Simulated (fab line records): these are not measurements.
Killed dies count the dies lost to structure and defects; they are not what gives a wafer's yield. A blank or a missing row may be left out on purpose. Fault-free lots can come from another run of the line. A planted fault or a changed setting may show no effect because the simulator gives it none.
fab line records	flow rit_cmos
record lots=13	wafers=39	last_day=7
route steps=202 shown PWELL@44 NWELL@51 NRETRO@59 FOX2@80 M1@202
lots with no fault: from the same line, run without faults
start_h: start of the lot's first displayed wafer, in hours after the record's first day	wait_h: hours elapsed since this lot's preceding step	" repeats the value in the row above	L1.1+2: several wafers, shown together as one row	- value missing, or start not given	* or withheld: withheld	< > ~ a bound
route shown NAME@n: NAME is a module with steps in the file, n the number in the route of the first one	usual: the fault-free wafers' mean and standard deviation	same: alike in all rows	chamber/n: place in a boat	sites: per-site readings	_std_site: the standard deviation of these	_edge_site: mean of outer sites minus mean of inner sites	radius_mm: how far each site lies from the wafer's centre	mask NAME#n: copy n	behind: tool/chamber where the wafer was last shaped	hold: cause of the lot's hold/its duration in hours/its outcome	device: which transistor (n, p or np) failed to switch	end of line: the same wafers' tests at the end of the route	a step with no rows: only its recipe	killed: count of dies lost to structure and defects at first sort (not the wafer's yield)	map: shows each die of a wafer: x if killed, . if not, _ if none is there
set.NAME: the setting that was run; set.NAME@STEP: the one run at that earlier step	model.NAME: the simulator's own value behind a step, which no gauge read
the route's steps for a sample of lots (tables are steps, rows are wafers)
## steps
# step RIT_PWELL_DEVELOP_05
# recipe resist=NOVOLAK	develop_time_s=68	dev_temp_c=23
# usual developer_temp_C=23.00/0.1	resist_line_temp_C=22.99/0.12
lot.wafer	tool	chamber	start_h	wait_h	developer_temp_C	resist_line_temp_C
L555.1	litho_track-04	0	31	-	22.98	23.15
L555.3	"	0	"	"	23.06	22.84
L555.4	"	0	32	-	23.19	22.82
L556.1	litho_track-04	0	35	-	22.99	22.89
L556.2	"	0	"	"	22.89	22.94
L556.3	"	0	"	"	23.03	22.73
L557.3	litho_track-04	0	35	-	22.87	22.89
L557.5	"	0	"	"	22.76	23.01
L557.6	"	0	"	"	22.79	22.98
L558.1	litho_track-02	0	44	-	23.11	23.04
L558.2	"	0	"	"	23.09	23.10
L558.3	"	0	"	"	22.85	23.06
L561.1	litho_track-03	0	53	-	22.93	23.17
L561.3	"	0	"	"	22.93	23.06
L561.5	"	0	"	"	22.72	23.22
L566.1	litho_track-03	0	79	-	23.06	22.95
L566.3	"	0	"	"	22.90	23.02
L566.5	"	0	"	"	23.02	22.89
L567.2	litho_track-04	0	83	-	24.03	23.03
L567.4	"	0	"	"	24.02	22.92
L567.6	"	0	"	"	24.01	22.88
L568.2	litho_track-04	0	90	-	24.04	22.84
L568.3	"	0	"	"	23.92	22.80
L568.6	"	0	"	"	24.07	22.80
L569.2	litho_track-03	0	94	-	23.19	23.03
L569.3	"	0	"	"	23.19	23.00
L569.5	"	0	"	"	23.14	23.04
L570.3	litho_track-02	0	100	-	22.93	22.99
L570.4	"	0	"	"	23.06	23.22
L570.6	"	0	"	"	23.06	23.22
L572.4	litho_track-02	0	107	-	22.95	22.73
L572.5	"	0	"	"	22.86	22.92
L572.6	"	0	"	"	22.89	22.92
L574.1	litho_track-03	0	119	-	23.06	23.18
L574.3	"	0	"	"	23.16	22.79
L574.6	"	0	"	"	23.01	23.11
L578.1	litho_track-03	0	138	-	22.93	23.02
L578.2	"	0	"	"	22.92	23.09
L578.6	"	0	"	"	22.90	22.99
# step RIT_WELLDRIVE_RS_MEAS_01
# recipe thk_meas_gauge=four-point-probe
# usual NWELL_RS=275.6/0.67
lot.wafer	tool	chamber	start_h	wait_h	NWELL_RS[ohm/sq]
L555.1	film_metro-02	-	39.23	0.0	275.7
L555.3	"	-	"	"	276.3
L555.4	"	-	"	"	276.2
L556.1	film_metro-03	-	43.02	0.0	274.6
L556.2	"	-	"	"	275.0
L556.3	"	-	"	"	275.0
L557.3	film_metro-04	-	43.06	0.0	275.8
L557.5	"	-	"	"	275.9
L557.6	"	-	"	"	275.3
L558.1	film_metro-02	-	50.08	0.0	275.3
L558.2	"	-	"	"	276.1
L558.3	"	-	"	"	276.6
L561.1	film_metro-02	-	60.71	0.0	275.3
L561.3	"	-	"	"	275.5
L561.5	"	-	"	"	274.6
L566.1	film_metro-04	-	87.27	0.0	275.3
L566.3	"	-	"	"	275.7
L566.5	"	-	"	"	275.9
L567.2	film_metro-03	-	89.54	0.0	275.3
L567.4	"	-	"	"	275.3
L567.6	"	-	"	"	275.6
L568.2	film_metro-02	-	96.31	0.0	276.2
L568.3	"	-	"	"	275.7
L568.6	"	-	"	"	276.0
L569.2	film_metro-04	-	101.80	0.0	276.2
L569.3	"	-	"	"	276.5
L569.5	"	-	"	"	276.9
L570.3	film_metro-03	-	106.90	0.0	275.3
L570.4	"	-	"	"	275.5
L570.6	"	-	"	"	275.1
L572.4	film_metro-02	-	114.88	0.1	276.0
L572.5	"	-	"	"	275.9
L572.6	"	-	"	"	275.3
L574.1	film_metro-03	-	126.17	0.0	275.4
L574.3	"	-	"	"	275.8
L574.6	"	-	"	"	274.8
L578.1	film_metro-03	-	144.57	0.0	275.0
L578.2	"	-	"	"	275.3
L578.6	"	-	"	"	274.7
# step RIT_NRETRO_OVL_MEAS_06
# usual NRETRO_OVL=0.3/1.6
lot.wafer	tool	chamber	start_h	wait_h	NRETRO_OVL[nm]
L555.1	overlay-02	-	40.48	-	-1.3
L555.3	"	-	"	"	-1.6
L555.4	"	-	"	"	-1.0
L556.1	overlay-02	-	44.61	-	-2.4
L556.2	"	-	"	"	-1.6
L556.3	"	-	"	"	-3.0
L557.3	overlay-01	-	44.87	-	0.6
L557.5	"	-	"	"	1.0
L557.6	"	-	"	"	1.4
L558.1	overlay-02	-	51.20	-	-1.3
L558.2	"	-	"	"	2.3
L558.3	"	-	"	"	0.2
L561.1	overlay-02	-	61.95	-	-0.4
L561.3	"	-	"	"	0.5
L561.5	"	-	"	"	0.5
L566.1	overlay-02	-	88.39	-	-1.0
L566.3	"	-	"	"	-2.1
L566.5	"	-	"	"	-1.9
L567.2	overlay-01	-	90.79	-	3.1
L567.4	"	-	"	"	4.4
L567.6	"	-	"	"	3.7
L568.2	overlay-02	-	97.54	-	0.5
L568.3	"	-	"	"	-0.2
L568.6	"	-	"	"	0.7
L569.2	overlay-02	-	103.03	-	-2.8
L569.3	"	-	"	"	-0.6
L569.5	"	-	"	"	-0.7
L570.3	overlay-01	-	107.99	-	0.0
L570.4	"	-	"	"	0.3
L570.6	"	-	"	"	0.2
L572.4	overlay-02	-	115.96	-	-1.1
L572.5	"	-	"	"	-1.5
L572.6	"	-	"	"	-0.9
L574.1	overlay-02	-	127.45	-	1.4
L574.3	"	-	"	"	1.4
L574.6	"	-	"	"	0.9
L578.1	overlay-02	-	145.82	-	0.7
L578.2	"	-	"	"	1.9
L578.6	"	-	"	"	0.7
# step RIT_FOX2_THK_MEAS_91
# recipe reads=SiO2_of_FOX2_OXIDATION_00
# usual FIELD_OXIDE_LEFT_2_THK=252/6.7
lot.wafer	tool	chamber	start_h	wait_h	FIELD_OXIDE_LEFT_2_THK[nm]
L555.1	film_metro-01	-	43.29	0.0	251
L555.3	"	-	"	"	251
L555.4	"	-	"	"	247
L556.1	film_metro-01	-	47.51	0.0	265
L556.2	"	-	"	"	259
L556.3	"	-	"	"	259
L557.3	film_metro-03	-	47.88	0.0	260
L557.5	"	-	"	"	261
L557.6	"	-	"	"	258
L558.1	film_metro-01	-	53.85	0.0	265
L558.2	"	-	"	"	266
L558.3	"	-	"	"	268
L561.1	film_metro-03	-	64.74	0.0	248
L561.3	"	-	"	"	242
L561.5	"	-	"	"	252
L566.1	film_metro-03	-	91.22	0.0	242
L566.3	"	-	"	"	249
L566.5	"	-	"	"	249
L567.2	film_metro-01	-	93.86	0.0	255
L567.4	"	-	"	"	262
L567.6	"	-	"	"	263
L568.2	film_metro-02	-	100.37	0.0	251
L568.3	"	-	"	"	251
L568.6	"	-	"	"	253
L569.2	film_metro-03	-	105.98	0.0	256
L569.3	"	-	"	"	257
L569.5	"	-	"	"	250
L570.3	film_metro-02	-	110.78	0.0	256
L570.4	"	-	"	"	255
L570.6	"	-	"	"	257
L572.4	film_metro-01	-	118.76	0.0	257
L572.5	"	-	"	"	259
L572.6	"	-	"	"	257
L574.1	film_metro-01	-	130.25	0.0	245
L574.3	"	-	"	"	245
L574.6	"	-	"	"	245
L578.1	film_metro-02	-	148.60	0.0	253
L578.2	"	-	"	"	251
L578.6	"	-	"	"	247
# step RIT_M1_PROBE_99
# usual killed_at_contacts=0.0/0.18	killed_at_front_end=7/3	killed_dies=7/3	killed_open=3.6/1.9	killed_short=3.2/1.8
# same gross_dies=264	killed_at_M0_to_M3=0	killed_at_M4_up=0	killed_at_back_side=0	killed_at_other=0
lot.wafer	tool	chamber	start_h	wait_h	killed_at_contacts	killed_at_front_end	killed_dies	killed_open	killed_short
L555.1	prober-02	-	70.17	0.1	0	15	15	9	6
L555.3	prober-02	-	70.27	0.2	0	9	9	4	5
L555.4	prober-02	-	70.32	0.2	0	3	3	1	2
L557.3	prober-01	-	74.23	0.2	0	2	2	1	1
L557.5	prober-01	-	74.33	0.2	0	5	5	3	2
L557.6	prober-01	-	74.38	0.2	0	4	4	3	1
L556.1	prober-02	-	75.88	0.1	0	10	10	6	4
L556.2	prober-02	-	75.93	0.1	0	6	6	4	2
L556.3	prober-02	-	75.98	0.2	0	13	13	7	6
L558.1	prober-01	-	80.85	0.1	0	8	8	5	3
L558.2	prober-01	-	80.90	0.1	0	5	5	4	1
L558.3	prober-01	-	80.95	0.2	0	14	14	8	6
L561.1	prober-02	-	92.87	0.1	0	8	8	4	4
L561.3	prober-02	-	92.97	0.2	0	5	5	4	1
L561.5	prober-02	-	93.07	0.2	0	7	7	5	2
L566.1	prober-01	-	117.48	0.1	0	6	6	4	2
L566.3	prober-01	-	117.58	0.2	0	7	7	3	4
L566.5	prober-01	-	117.68	0.2	0	5	5	3	2
L567.2	prober-02	-	122.65	0.1	0	7	7	4	3
L567.4	prober-02	-	122.75	0.2	0	4	4	2	2
L567.6	prober-02	-	122.85	0.2	0	4	4	1	3
L568.2	prober-01	-	127.63	0.1	0	10	10	6	4
L568.3	prober-01	-	127.68	0.2	0	6	6	5	1
L568.6	prober-01	-	127.83	0.2	1	6	7	6	1
L569.2	prober-02	-	133.04	0.1	0	2	2	2	0
L569.3	prober-02	-	133.09	0.2	0	5	5	3	2
L569.5	prober-02	-	133.19	0.2	0	4	4	4	0
L570.3	prober-01	-	139.37	0.2	0	7	7	6	1
L570.4	prober-01	-	139.42	0.2	0	7	7	5	2
L570.6	prober-01	-	139.52	0.2	0	8	8	5	3
L572.4	prober-01	-	143.05	0.2	0	4	4	2	2
L572.5	prober-01	-	143.10	0.2	0	9	9	4	5
L572.6	prober-01	-	143.15	0.2	0	7	7	2	5
L574.1	prober-01	-	157.55	0.1	0	12	12	7	5
L574.3	prober-01	-	157.65	0.2	0	6	6	3	3
L574.6	prober-01	-	157.80	0.2	0	6	6	3	3
L578.1	prober-01	-	177.66	0.1	0	8	8	4	4
L578.2	prober-01	-	177.71	0.1	0	3	3	3	0
L578.6	prober-01	-	177.91	0.2	0	6	6	3	3
# killed by level:class
L555.1 GATE:geometric_particle:open=3 SILICIDE:geometric_particle:short=3 GATE:geometric_particle:short=2 REOX:geometric_particle:open=2 SILICIDE:geometric_particle:open=2 FOX2:geometric_particle:open=1 REOX:geometric_particle:short=1 SPACER:geometric_particle:open=1
L555.3 GATE:geometric_particle:open=4 REOX:geometric_particle:short=2 FOX1:geometric_particle:short=1 GATE:geometric_particle:short=1 SILICIDE:geometric_particle:short=1
L555.4 SILICIDE:geometric_particle:short=2 GATE:geometric_particle:open=1
L557.3 REOX:geometric_particle:short=1 SPACER:geometric_particle:open=1
L557.5 FOX2:geometric_particle:open=1 GATE:geometric_particle:short=1 GATE:geometric_particle:open=1 SPACER:geometric_particle:open=1 SPACER:geometric_particle:short=1
L557.6 REOX:geometric_particle:open=2 FOX2:geometric_particle:open=1 SPACER:geometric_particle:short=1
L556.1 REOX:geometric_particle:short=2 REOX:geometric_particle:open=2 SPACER:geometric_particle:open=2 FOX2:geometric_particle:open=1 GATE:geometric_particle:open=1 SPACER:geometric_particle:short=1 SILICIDE:geometric_particle:short=1
L556.2 GATE:geometric_particle:short=2 SPACER:geometric_particle:open=2 GATE:geometric_particle:open=1 REOX:geometric_particle:open=1
L556.3 GATE:geometric_particle:short=4 GATE:geometric_particle:open=2 REOX:geometric_particle:short=2 REOX:geometric_particle:open=2 FOX1:geometric_particle:open=1 SPACER:geometric_particle:open=1 SILICIDE:geometric_particle:open=1
L558.1 FOX1:geometric_particle:open=2 FOX1:geometric_particle:short=1 GATE:geometric_particle:short=1 GATE:geometric_particle:open=1 REOX:geometric_particle:open=1 SPACER:geometric_particle:open=1 SILICIDE:geometric_particle:short=1
L558.2 GATE:geometric_particle:open=2 FOX2:geometric_particle:open=1 REOX:geometric_particle:open=1 SILICIDE:geometric_particle:short=1
L558.3 SPACER:geometric_particle:short=5 REOX:geometric_particle:open=2 SPACER:geometric_particle:open=2 SILICIDE:geometric_particle:open=2 FOX2:geometric_particle:open=1 GATE:geometric_particle:open=1 SILICIDE:geometric_particle:short=1
L561.1 FOX2:geometric_particle:short=2 FOX1:geometric_particle:open=1 FOX2:geometric_particle:open=1 GATE:geometric_particle:short=1 REOX:geometric_particle:open=1 SPACER:geometric_particle:open=1 SILICIDE:geometric_particle:short=1
L561.3 GATE:geometric_particle:open=2 FOX1:geometric_particle:short=1 FOX1:geometric_particle:open=1 REOX:geometric_particle:open=1
L561.5 SPACER:geometric_particle:open=2 GATE:geometric_particle:short=1 GATE:geometric_particle:open=1 REOX:geometric_particle:short=1 REOX:geometric_particle:open=1 SILICIDE:geometric_particle:open=1
L566.1 FOX1:geometric_particle:open=3 GATE:geometric_particle:short=1 SPACER:geometric_particle:short=1 SILICIDE:geometric_particle:open=1
L566.3 GATE:geometric_particle:short=3 FOX1:geometric_particle:open=1 FOX2:geometric_particle:short=1 GATE:geometric_particle:open=1 REOX:geometric_particle:open=1
L566.5 SILICIDE:geometric_particle:short=2 FOX1:geometric_particle:open=1 REOX:geometric_particle:open=1 SPACER:geometric_particle:open=1
L567.2 GATE:geometric_particle:open=2 FOX1:geometric_particle:short=1 REOX:geometric_particle:open=1 REOX:geometric_particle:short=1 SPACER:geometric_particle:short=1 SPACER:geometric_particle:open=1
L567.4 GATE:geometric_particle:open=2 SPACER:geometric_particle:short=1 SILICIDE:geometric_particle:short=1
L567.6 REOX:geometric_particle:open=1 REOX:geometric_particle:short=1 SPACER:geometric_particle:short=1 SILICIDE:geometric_particle:short=1
L568.2 GATE:geometric_particle:open=2 REOX:geometric_particle:short=2 FOX1:geometric_particle:open=1 FOX2:geometric_particle:short=1 GATE:geometric_particle:short=1 REOX:geometric_particle:open=1 SPACER:geometric_particle:open=1 SILICIDE:geometric_particle:open=1
L568.3 REOX:geometric_particle:open=2 FOX1:geometric_particle:open=1 GATE:geometric_particle:open=1 REOX:geometric_particle:short=1 SPACER:geometric_particle:open=1
L568.6 GATE:geometric_particle:open=2 GATE:geometric_particle:short=1 REOX:geometric_particle:open=1 SPACER:geometric_particle:open=1 SILICIDE:geometric_particle:open=1 CONTACT:geometric_particle:open=1
L569.2 FOX1:geometric_particle:open=1 SILICIDE:geometric_particle:open=1
L569.3 FOX1:geometric_particle:open=3 SILICIDE:geometric_particle:short=2
L569.5 FOX1:geometric_particle:open=3 GATE:geometric_particle:open=1
L570.3 REOX:geometric_particle:open=3 SILICIDE:geometric_particle:open=3 GATE:geometric_particle:short=1
L570.4 SILICIDE:geometric_particle:open=3 FOX2:geometric_particle:short=1 REOX:geometric_particle:open=1 SPACER:geometric_particle:open=1 SPACER:geometric_particle:short=1
L570.6 REOX:geometric_particle:open=3 GATE:geometric_particle:short=2 FOX1:geometric_particle:open=1 GATE:geometric_particle:open=1 SILICIDE:geometric_particle:short=1
L572.4 GATE:geometric_particle:short=2 GATE:geometric_particle:open=1 SPACER:geometric_particle:open=1
L572.5 FOX1:geometric_particle:short=2 FOX1:geometric_particle:open=2 FOX2:geometric_particle:short=1 FOX2:geometric_particle:open=1 GATE:geometric_particle:short=1 GATE:geometric_particle:open=1 SPACER:geometric_particle:short=1
L572.6 GATE:geometric_particle:short=4 FOX2:geometric_particle:short=1 GATE:geometric_particle:open=1 SPACER:geometric_particle:open=1
L574.1 SILICIDE:geometric_particle:open=3 FOX2:geometric_particle:open=2 SPACER:geometric_particle:short=2 FOX2:geometric_particle:short=1 GATE:geometric_particle:short=1 GATE:geometric_particle:open=1 REOX:geometric_particle:short=1 SPACER:geometric_particle:open=1
L574.3 SILICIDE:geometric_particle:short=2 FOX1:geometric_particle:open=1 FOX1:geometric_particle:short=1 GATE:geometric_particle:open=1 SILICIDE:geometric_particle:open=1
L574.6 GATE:geometric_particle:short=2 GATE:geometric_particle:open=2 ACTIVE:geometric_particle:short=1 REOX:geometric_particle:open=1
L578.1 GATE:geometric_particle:open=2 FOX1:geometric_particle:short=1 FOX2:geometric_particle:short=1 GATE:geometric_particle:short=1 REOX:geometric_particle:open=1 SPACER:geometric_particle:short=1 SPACER:geometric_particle:open=1
L578.2 GATE:geometric_particle:open=2 REOX:geometric_particle:open=1
L578.6 SILICIDE:geometric_particle:open=2 FOX1:geometric_particle:short=1 FOX1:geometric_particle:open=1 GATE:geometric_particle:short=1 SPACER:geometric_particle:short=1
## key
first_sign step=RIT_PWELL_DEVELOP_05	reading=developer_temp_C	direction=up	sigmas=9.7	usual=*	struck=*
effect none on later readings
met_at RIT_PWELL_DEVELOP_05
struck_lots L567,L568
tester_left_out L567,L568
not_acting_at RIT_WELLDRIVE_RS_MEAS_01,RIT_NRETRO_OVL_MEAS_06,RIT_FOX2_THK_MEAS_91
onset_between 35 83
fault kind=process_parameter_drift	tool=litho_track-04	chamber=-	onset_h=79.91	steps=RIT_PWELL_DEVELOP_05	channel=dev_temp_c	offset=*	shape=step	end_h=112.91	acts_in=*	stated=*
# tester_left_out: of these lots the tester's yield and bins aren't shown, on N5 and GAA mostly nor the transistor test; their killed dies are dies lost to structure and defects alone, not to doping, threshold or leakage, so they don't give the yield
